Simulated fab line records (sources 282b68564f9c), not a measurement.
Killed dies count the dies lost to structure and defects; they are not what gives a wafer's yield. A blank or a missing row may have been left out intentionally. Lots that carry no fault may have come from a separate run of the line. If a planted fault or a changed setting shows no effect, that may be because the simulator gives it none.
fab line records | flow rit_cmos
[record] lots = 5 | wafers = 15 | last_day = 6
route steps=202 shown M1@186
lots that met no fault: from a run of the same line without faults
start_h: the number of hours between the record's first day and the start of the first shown wafer of the lot | wait_h: how many hours have passed since the lot's step before this one | " as in the row above | L1.1+2: one row covering several wafers at once | - no value, or no start was given | * or withheld: withheld | < > ~ a bound
route shown NAME@n: names a module that has steps shown in the file, with the first one's number in the route | usual: mean/standard deviation taken from wafers without a fault | same: alike in all rows | chamber/n: place in a boat | sites: readings site by site | _std_site: the standard deviation of these | _edge_site: outer sites' mean less inner sites' | radius_mm: for every site, how far away it sits from the centre of the wafer | mask NAME#n: copy n | behind: tool/chamber where the wafer was last shaped | hold: what put the lot on hold/how long, in hours/how the hold closed | device: the transistor (n, p or np) that didn't switch | end of line: at the end of the route, the tests of the same wafers | for a step that has no rows: nothing shown but its recipe | killed: dies lost to structure and defects at the first sort, not the wafer's yield | map: a wafer's dies, marking killed ones x, the rest . and places with no die _
set.NAME: the setting that was run; set.NAME@STEP: the one run at that earlier step | model.NAME: the simulator's own value behind a step, which no gauge read
lots at selected steps of the route; one table per step, one row per wafer
services: the hour from which a tool's chamber was out of use, counted from the record's first day as start_h (under 0 if before that day), plus the number of hours and why
[[steps]]
[step RIT_M1_THK_MEAS_02]
[recipe] thk_meas_gauge = xrf | reads = Al_of_M1_SPUTTER_00
[usual] M1_AL_THK = 405/4.4
lot.wafer | tool          | chamber | start_h | wait_h | M1_AL_THK[nm]
L074.1    | film_metro-04 | -       | 56.62   | 0.1    | 399
L074.4    | "             | -       | "       | "      | 400
L074.5    | "             | -       | "       | "      | 404
L081.1    | film_metro-03 | -       | 95.31   | 0.1    | 400
L081.3    | "             | -       | "       | "      | 403
L081.4    | "             | -       | "       | "      | 398
L090.3    | film_metro-04 | -       | 133.46  | 0.1    | 407
L090.4    | "             | -       | "       | "      | 411
L090.6    | "             | -       | "       | "      | 411
L092.1    | film_metro-02 | -       | 144.88  | 0.1    | 414
L092.4    | "             | -       | "       | "      | 406
L092.6    | "             | -       | "       | "      | 403
L093.2    | film_metro-04 | -       | 148.92  | 0.1    | 400
L093.4    | "             | -       | "       | "      | 401
L093.5    | "             | -       | "       | "      | 398
[step RIT_M1_HMDS_03]
[recipe] prime_time_s = 60 | prime_temp_c = 140
[same] prime_time_s = 60
lot.wafer  | tool           | chamber | start_h | wait_h
L074.1+4+5 | litho_track-02 | 0       | 56.68   | 0.1
L081.1+3+4 | litho_track-01 | 0       | 95.37   | 0.1
L090.3+4+6 | litho_track-02 | 0       | 133.55  | 0.1
L092.1+4+6 | litho_track-03 | 0       | 144.94  | 0.1
L093.2+4+5 | litho_track-02 | 0       | 149.00  | 0.1
[step RIT_M1_COAT_04]
[recipe] resist = NOVOLAK | spin_rpm = 2000 | resist_thk_nm = 1300
lot.wafer  | tool           | chamber | start_h | wait_h
L074.1+4+5 | litho_track-02 | 0       | 56.83   | 0.1
L081.1+3+4 | litho_track-01 | 0       | 95.52   | 0.1
L090.3+4+6 | litho_track-02 | 0       | 133.70  | 0.1
L092.1+4+6 | litho_track-03 | 0       | 145.09  | 0.1
L093.2+4+5 | litho_track-02 | 0       | 149.15  | 0.1
[step RIT_M1_SOFTBAKE_05]
[recipe] resist = NOVOLAK | temp_c = 90 | time_s = 60
lot.wafer  | tool           | chamber | start_h | wait_h
L074.1+4+5 | litho_track-02 | 0       | 56.98   | 0.1
L081.1+3+4 | litho_track-01 | 0       | 95.67   | 0.1
L090.3+4+6 | litho_track-02 | 0       | 133.85  | 0.1
L092.1+4+6 | litho_track-03 | 0       | 145.24  | 0.1
L093.2+4+5 | litho_track-02 | 0       | 149.30  | 0.1
[step RIT_M1_EXPOSE_06]
[recipe] mask_id = M12 | na = 0.6 | source_shape = conventional | sigma_outer = 0.5 | target_cd_nm = 2600 | dose_mj = 250
[same] na = 0.6
lot.wafer  | tool             | chamber | start_h | wait_h | mask
L074.1+4+5 | iline_stepper-02 | 0       | 57.37   | 0.4    | M12#0
L081.1+3+4 | iline_stepper-01 | 0       | 95.95   | 0.2    | M12#0
L090.3+4+6 | iline_stepper-02 | 0       | 133.99  | 0.1    | M12#0
L092.1+4+6 | iline_stepper-02 | 0       | 145.39  | 0.1    | M12#0
L093.2+4+5 | iline_stepper-01 | 0       | 149.57  | 0.2    | M12#0
[step RIT_M1_PEB_07]
[recipe] resist = NOVOLAK | temp_c = withheld | time_s = withheld
lot.wafer  | tool           | chamber | start_h | wait_h
L074.1+4+5 | litho_track-02 | 0       | 57.48   | 0.1
L081.1+3+4 | litho_track-01 | 0       | 96.07   | 0.1
L090.3+4+6 | litho_track-01 | 0       | 134.11  | 0.1
L092.1+4+6 | litho_track-02 | 0       | 145.51  | 0.1
L093.2+4+5 | litho_track-03 | 0       | 149.69  | 0.1
[step RIT_M1_DEVELOP_08]
[recipe] resist = NOVOLAK | develop_time_s = 68 | dev_temp_c = 23
lot.wafer  | tool           | chamber | start_h | wait_h
L074.1+4+5 | litho_track-02 | 0       | -       | -
L081.1+3+4 | litho_track-01 | 0       | -       | -
L090.3+4+6 | litho_track-01 | 0       | -       | -
L092.1+4+6 | litho_track-02 | 0       | -       | -
L093.2+4+5 | litho_track-03 | 0       | -       | -
[step RIT_M1_CD_MEAS_09]
[recipe] target_cd_nm = 2600
[usual] cd_nm = 2600.0/2.2
lot.wafer | tool      | chamber | start_h | wait_h | cd_nm
L074.1    | cd_sem-01 | -       | 57.80   | -      | 2600.7
L074.4    | "         | -       | "       | "      | 2601.3
L074.5    | "         | -       | "       | "      | 2602.3
L081.1    | cd_sem-01 | -       | 96.38   | -      | 2602.5
L081.3    | "         | -       | "       | "      | 2601.5
L081.4    | "         | -       | "       | "      | 2600.9
L090.3    | cd_sem-02 | -       | 134.42  | -      | 2602.5
L090.4    | "         | -       | "       | "      | 2602.4
L090.6    | "         | -       | "       | "      | 2601.8
L092.1    | cd_sem-02 | -       | 145.82  | -      | 2595.0
L092.4    | "         | -       | "       | "      | 2596.5
L092.6    | "         | -       | "       | "      | 2597.1
L093.2    | cd_sem-02 | -       | 150.00  | -      | 2598.6
L093.4    | "         | -       | "       | "      | 2600.6
L093.5    | "         | -       | "       | "      | 2598.9
[step RIT_M1_OVL_MEAS_10]
[usual] M1_OVL = 0.9/1.5
lot.wafer | tool       | chamber | start_h | wait_h | M1_OVL[nm]
L074.1    | overlay-02 | -       | 57.92   | 0.1    | 1.8
L074.4    | "          | -       | "       | "      | 3.6
L074.5    | "          | -       | "       | "      | 1.6
L081.1    | overlay-01 | -       | 96.50   | 0.1    | 1.0
L081.3    | "          | -       | "       | "      | 0.7
L081.4    | "          | -       | "       | "      | 2.1
L090.3    | overlay-02 | -       | 134.51  | 0.1    | 0.8
L090.4    | "          | -       | "       | "      | 0.9
L090.6    | "          | -       | "       | "      | 0.4
L092.1    | overlay-02 | -       | 145.94  | 0.1    | 1.9
L092.4    | "          | -       | "       | "      | 3.1
L092.6    | "          | -       | "       | "      | 2.3
L093.2    | overlay-02 | -       | 150.10  | 0.1    | -0.4
L093.4    | "          | -       | "       | "      | 1.0
L093.5    | "          | -       | "       | "      | 0.8
[step RIT_M1_HARDBAKE_11]
[recipe] resist = NOVOLAK | temp_c = 140 | time_s = 120
lot.wafer  | tool           | chamber | start_h | wait_h
L074.1+4+5 | litho_track-01 | 0       | 58.21   | 0.3
L081.1+3+4 | litho_track-01 | 0       | 96.53   | 0.0
L090.3+4+6 | litho_track-03 | 0       | 134.62  | 0.1
L092.1+4+6 | litho_track-01 | 0       | 145.98  | 0.0
L093.2+4+5 | litho_track-01 | 0       | 150.17  | 0.1
[step RIT_M1_METAL_ETCH_12]
[recipe] stop_on = SiO2 | chemistry = Cl2/BCl3 | target = Al | time_s = 165 | over_etch_frac = 0.5 | pressure_mtorr = 100 | target_depth_a = 6000 | rf_w = 250 | Cl2_flow_sccm = 60 | bcl3_flow_sccm = 50
[usual] drypump_motor_current_A = 5.6/0.56 | oes_product_au = 0.787/0.0094 | rf_fwd_power_W = 249.0/0.85 | throttle_valve_pct = 8.33/0.14
lot.wafer | tool         | chamber | start_h | wait_h | drypump_motor_current_A | oes_product_au | rf_fwd_power_W | rf_hours_counter_h | throttle_valve_pct
L074.1    | rie_metal-01 | 0       | 58.46   | 0.2    | 6.4                     | 0.783          | 249.3          | 39                 | 8.47
L074.4    | "            | 0       | "       | "      | 6.4                     | 0.771          | 249.4          | -                  | 8.46
L074.5    | "            | 1       | "       | "      | 5.5                     | 0.766          | 250.2          | -                  | 8.38
L081.1    | rie_metal-04 | 1       | 96.78   | 0.2    | 6.0                     | 0.792          | 248.7          | 1                  | 8.54
L081.3    | "            | 0       | "       | "      | 6.1                     | 0.787          | 250.8          | -                  | 8.15
L081.4    | "            | 1       | "       | "      | 6.0                     | 0.794          | 248.4          | -                  | 8.53
L090.3    | rie_metal-04 | 1       | 134.84  | 0.2    | 6.0                     | 0.802          | 249.2          | -                  | 8.55
L090.4    | "            | 0       | "       | "      | 6.1                     | 0.796          | 248.7          | -                  | 8.15
L090.6    | "            | 1       | "       | "      | 6.0                     | 0.804          | 249.1          | -                  | 8.54
L092.1    | rie_metal-04 | 0       | 146.23  | 0.2    | 6.1                     | 0.788          | 250.1          | 2                  | 8.14
L092.4    | "            | 0       | "       | "      | 6.1                     | 0.786          | 248.5          | -                  | 8.14
L092.6    | "            | 0       | "       | "      | 6.1                     | 0.794          | 249.6          | -                  | 8.14
L093.2    | rie_metal-02 | 1       | 150.38  | 0.2    | 5.0                     | 0.777          | 248.7          | 6                  | 8.19
L093.4    | "            | 0       | "       | "      | 4.9                     | 0.791          | 249.2          | -                  | 8.28
L093.5    | "            | 1       | "       | "      | 5.0                     | 0.782          | 249.5          | -                  | 8.19
[step RIT_M1_STRIP_13]
[recipe] chemistry = nmp | resist = NOVOLAK | temp_c = 80 | time_s = 600 | dry = n2_spin
lot.wafer  | tool         | chamber | start_h | wait_h
L074.1+4+5 | wet_bench-01 | 0       | 58.62   | 0.1
L081.1+3+4 | wet_bench-03 | 2       | 96.95   | 0.1
L090.3+4+6 | wet_bench-02 | 2       | 134.95  | 0.1
L092.1+4+6 | wet_bench-01 | 2       | 146.39  | 0.1
L093.2+4+5 | wet_bench-03 | 0       | 150.55  | 0.1
[step RIT_M1_STRIP_14]
[recipe] chemistry = O2 | time_s = 180 | platen_temp_c = withheld | power_w = 500 | pressure_mtorr = 4000 | o2_flow_sccm = 4000
[usual] drypump_motor_current_A = 5.6/0.34
lot.wafer | tool            | chamber | start_h | wait_h | drypump_motor_current_A | rf_hours_counter_h
L074.1    | plasma_asher-01 | 1       | 58.80   | 0.0    | 5.6                     | 43
L074.4    | "               | 0       | "       | "      | 5.9                     | -
L074.5    | "               | 0       | "       | "      | 5.9                     | -
L081.1    | plasma_asher-03 | 1       | 97.14   | 0.0    | 5.1                     | 30
L081.3    | "               | 1       | "       | "      | 5.1                     | -
L081.4    | "               | 0       | "       | "      | 6.1                     | -
L090.3    | plasma_asher-03 | 0       | 135.35  | 0.1    | 6.1                     | -
L090.4    | "               | 1       | "       | "      | 5.0                     | -
L090.6    | "               | 1       | "       | "      | 5.0                     | -
L092.1    | plasma_asher-01 | 1       | 146.56  | 0.0    | 5.5                     | 52
L092.4    | "               | 0       | "       | "      | 5.9                     | -
L092.6    | "               | 0       | "       | "      | 5.9                     | -
L093.2    | plasma_asher-04 | 1       | 150.72  | 0.0    | 5.3                     | 3
L093.4    | "               | 1       | "       | "      | 5.3                     | -
L093.5    | "               | 1       | "       | "      | 5.3                     | -
[step RIT_M1_CD_MEAS_90]
[recipe] target_cd_nm = 2600
[usual] cd_nm = 2599.9/2.9
lot.wafer | tool      | chamber | start_h | wait_h | cd_nm
L074.1    | cd_sem-02 | -       | 58.97   | 0.1    | 2601.3
L074.4    | "         | -       | "       | "      | 2603.1
L074.5    | "         | -       | "       | "      | 2602.3
L081.1    | cd_sem-01 | -       | 97.31   | 0.1    | 2602.1
L081.3    | "         | -       | "       | "      | 2605.3
L081.4    | "         | -       | "       | "      | 2600.3
L090.3    | cd_sem-01 | -       | 135.51  | 0.1    | 2598.9
L090.4    | "         | -       | "       | "      | 2604.6
L090.6    | "         | -       | "       | "      | 2598.7
L092.1    | cd_sem-01 | -       | 146.74  | 0.1    | 2595.9
L092.4    | "         | -       | "       | "      | 2598.2
L092.6    | "         | -       | "       | "      | 2599.6
L093.2    | cd_sem-02 | -       | 150.92  | 0.1    | 2599.3
L093.4    | "         | -       | "       | "      | 2600.5
L093.5    | "         | -       | "       | "      | 2598.8
[step RIT_M1_ANNEAL_15]
[recipe] temp_c = 450 | time_s = 1725 | ambient = forming_gas_H2N2
[usual] zone_power_source_pct = 6.6/0.39
lot.wafer | tool | chamber | start_h | wait_h | zone_power_source_pct
L074.1    | -    | -       | 59.32   | 0.3    | 6.9
L074.4    | "    | -       | "       | "      | 6.7
L074.5    | "    | -       | "       | "      | 6.8
L081.1    | -    | -       | 98.43   | 1.1    | 7.2
L081.3    | "    | -       | "       | "      | 7.2
L081.4    | "    | -       | "       | "      | 7.2
L090.3    | -    | -       | 135.59  | 0.1    | 6.3
L090.4    | "    | -       | "       | "      | 6.3
L090.6    | "    | -       | "       | "      | 6.4
L092.1    | -    | -       | 146.86  | 0.1    | 7.2
L092.4    | "    | -       | "       | "      | 7.1
L092.6    | "    | -       | "       | "      | 7.2
L093.2    | -    | -       | 151.75  | 0.8    | 6.4
L093.4    | "    | -       | "       | "      | 6.2
L093.5    | "    | -       | "       | "      | 6.3
[step RIT_M1_BOW_MEAS_16]
[recipe] mode = bow
[usual] M1_BOW = 18/7.1
lot.wafer | tool          | chamber | start_h | wait_h | M1_BOW[um]
L074.1    | film_metro-04 | -       | 60.82   | 0.0    | 19
L074.4    | "             | -       | "       | "      | 19
L074.5    | "             | -       | "       | "      | 20
L081.1    | film_metro-02 | -       | 99.93   | 0.0    | 22
L081.3    | "             | -       | "       | "      | 6
L081.4    | "             | -       | "       | "      | 20
L090.3    | film_metro-02 | -       | 137.13  | 0.1    | 14
L090.4    | "             | -       | "       | "      | 15
L090.6    | "             | -       | "       | "      | 20
L092.1    | film_metro-03 | -       | 148.36  | 0.0    | 37
L092.4    | "             | -       | "       | "      | 26
L092.6    | "             | -       | "       | "      | 22
L093.2    | film_metro-04 | -       | 153.27  | 0.0    | 25
L093.4    | "             | -       | "       | "      | 22
L093.5    | "             | -       | "       | "      | 14
[step RIT_M1_PROBE_99]
[usual] defect_limited_yield = 97.5/1.2 | killed_at_contacts = 0.1/0.29 | killed_at_front_end = 6/3 | killed_dies = 7/3.1 | killed_on_rim = 1.8/1.5 | killed_open = 3.2/1.9 | killed_short = 3.3/1.9 | sort_bin_3_pad_short = 0.1/0.18 | sort_bin_5_function = 1.5/0.88 | sort_bin_6_memory = 0.9/0.62 | sort_n_pass = 257/3.1 | sort_yield_pct = 97.5/1.2
[same] gross_dies = 264 | killed_at_M0_to_M3 = 0 | killed_at_M4_up = 0 | killed_at_back_side = 0 | killed_at_other = 0
lot.wafer | tool      | chamber | start_h | wait_h | defect_limited_yield[%] | killed_at_contacts | killed_at_front_end | killed_dies | killed_on_rim | killed_open | killed_short | sort_bin_3_pad_short[%] | sort_bin_5_function[%] | sort_bin_6_memory[%] | sort_n_pass | sort_yield_pct[%]
L074.1    | prober-01 | -       | 60.94   | 0.1    | 95.8                    | 0                  | 11                  | 11          | 0             | 7           | 4            | 0                       | 3.4                    | 0.8                  | 253         | 95.8
L074.4    | prober-01 | -       | 61.09   | 0.2    | 97.7                    | 1                  | 5                   | 6           | 2             | 3           | 3            | 0                       | 0.8                    | 1.5                  | 258         | 97.7
L074.5    | prober-01 | -       | 61.14   | 0.2    | 98.9                    | 0                  | 3                   | 3           | 0             | 2           | 1            | 0                       | 0.4                    | 0.8                  | 261         | 98.9
L081.1    | prober-01 | -       | 100.05  | 0.1    | 97.3                    | 0                  | 7                   | 7           | 5             | 4           | 3            | 0                       | 1.9                    | 0.8                  | 257         | 97.3
L081.3    | prober-01 | -       | 100.15  | 0.2    | 97.3                    | 0                  | 7                   | 7           | 3             | 2           | 5            | 0                       | 1.5                    | 1.1                  | 257         | 97.3
L081.4    | prober-01 | -       | 100.20  | 0.2    | 98.5                    | 0                  | 4                   | 4           | 1             | 0           | 4            | 0                       | 1.5                    | 0                    | 260         | 98.5
L090.3    | prober-02 | -       | 137.31  | 0.2    | 98.5                    | 0                  | 4                   | 4           | 4             | 4           | 0            | 0                       | 1.1                    | 0.4                  | 260         | 98.5
L090.4    | prober-02 | -       | 137.36  | 0.2    | 95.5                    | 0                  | 12                  | 12          | 4             | 6           | 6            | 0                       | 2.3                    | 2.3                  | 252         | 95.5
L090.6    | prober-02 | -       | 137.46  | 0.2    | 98.1                    | 0                  | 5                   | 5           | 0             | 0           | 5            | 0                       | 0.8                    | 1.1                  | 259         | 98.1
L092.1    | prober-02 | -       | 148.48  | 0.1    | 97.7                    | 0                  | 6                   | 6           | 4             | 4           | 2            | 0                       | 2.3                    | 0                    | 258         | 97.7
L092.4    | prober-02 | -       | 148.63  | 0.2    | 98.1                    | 0                  | 5                   | 5           | 2             | 1           | 4            | 0                       | 0.4                    | 1.5                  | 259         | 98.1
L092.6    | prober-02 | -       | 148.73  | 0.2    | 98.5                    | 0                  | 4                   | 4           | 2             | 3           | 1            | 0                       | 1.1                    | 0.4                  | 260         | 98.5
L093.2    | prober-01 | -       | 153.42  | 0.1    | 95.5                    | 1                  | 11                  | 12          | 7             | 5           | 7            | 0                       | 2.3                    | 2.3                  | 252         | 95.5
L093.4    | prober-01 | -       | 153.52  | 0.2    | 98.5                    | 0                  | 4                   | 4           | 1             | 3           | 1            | 0                       | 0.8                    | 0.8                  | 260         | 98.5
L093.5    | prober-01 | -       | 153.57  | 0.2    | 95.8                    | 0                  | 11                  | 11          | 4             | 5           | 6            | 0.4                     | 2.7                    | 1.1                  | 253         | 95.8
// killed by level:class
L074.1 FOX1:geometric_particle:open=2 FOX2:geometric_particle:open=2 GATE:geometric_particle:open=2 FOX1:geometric_particle:short=1 GATE:geometric_particle:short=1 REOX:geometric_particle:short=1 SPACER:geometric_particle:open=1 SILICIDE:geometric_particle:short=1
L074.4 GATE:geometric_particle:short=2 SILICIDE:geometric_particle:open=2 SILICIDE:geometric_particle:short=1 CONTACT:geometric_particle:open=1
L074.5 GATE:geometric_particle:open=2 GATE:geometric_particle:short=1
L081.1 REOX:geometric_particle:open=3 GATE:geometric_particle:short=1 REOX:geometric_particle:short=1 SPACER:geometric_particle:open=1 SPACER:geometric_particle:short=1
L081.3 GATE:geometric_particle:short=2 REOX:geometric_particle:short=2 GATE:geometric_particle:open=1 SPACER:geometric_particle:open=1 SILICIDE:geometric_particle:short=1
L081.4 FOX1:geometric_particle:short=3 GATE:geometric_particle:short=1
L090.3 GATE:geometric_particle:open=4
L090.4 FOX1:geometric_particle:short=3 SPACER:geometric_particle:short=3 FOX1:geometric_particle:open=2 SPACER:geometric_particle:open=2 GATE:geometric_particle:open=1 REOX:geometric_particle:open=1
L090.6 GATE:geometric_particle:short=3 FOX1:geometric_particle:short=1 SPACER:geometric_particle:short=1
L092.1 GATE:geometric_particle:short=1 GATE:geometric_particle:open=1 REOX:geometric_particle:open=1 SPACER:geometric_particle:open=1 SPACER:geometric_particle:short=1 SILICIDE:geometric_particle:open=1
L092.4 GATE:geometric_particle:short=3 REOX:geometric_particle:short=1 SILICIDE:geometric_particle:open=1
L092.6 GATE:geometric_particle:open=3 REOX:geometric_particle:short=1
L093.2 FOX2:geometric_particle:open=2 GATE:geometric_particle:open=2 ACTIVE:geometric_particle:short=1 FOX1:geometric_particle:short=1 FOX2:geometric_particle:short=1 GATE:geometric_particle:short=1 REOX:geometric_particle:short=1 SPACER:geometric_particle:short=1
L093.4 GATE:geometric_particle:open=2 FOX1:geometric_particle:open=1 GATE:geometric_particle:short=1
L093.5 GATE:geometric_particle:open=3 REOX:geometric_particle:short=2 SILICIDE:geometric_particle:short=2 FOX1:geometric_particle:open=1 FOX2:geometric_particle:short=1 GATE:geometric_particle:short=1 SILICIDE:geometric_particle:open=1
[[services]]
tool             | chamber | start_h | hours | kind
rie_metal-01     | -       | 36.06   | 0.9   | repair
wet_bench-02     | -       | 48.57   | 4.4   | pm
wet_bench-02     | -       | 56.50   | 6.5   | repair
rie_metal-01     | 1       | 77.42   | 7.4   | repair
iline_stepper-01 | -       | 102.86  | 6.4   | repair
iline_stepper-01 | 0       | 104.00  | -     | calibration
plasma_asher-04  | -       | 108.75  | 9.0   | pm
plasma_asher-04  | 0       | 108.75  | 9.0   | vent_cycle
plasma_asher-04  | 1       | 108.75  | 9.0   | vent_cycle
plasma_asher-04  | 0       | 117.75  | -     | clean
plasma_asher-04  | 1       | 117.75  | -     | clean
rie_metal-01     | -       | 136.12  | 20.0  | pm
rie_metal-01     | 0       | 136.12  | 20.0  | vent_cycle
rie_metal-01     | 1       | 136.12  | 20.0  | vent_cycle
iline_stepper-01 | -       | 143.84  | 4.4   | pm
iline_stepper-02 | 0       | 146.77  | -     | calibration
iline_stepper-02 | -       | 148.55  | 1.7   | pm
plasma_asher-01  | -       | 150.73  | 4.3   | repair
[[key]]
fault none
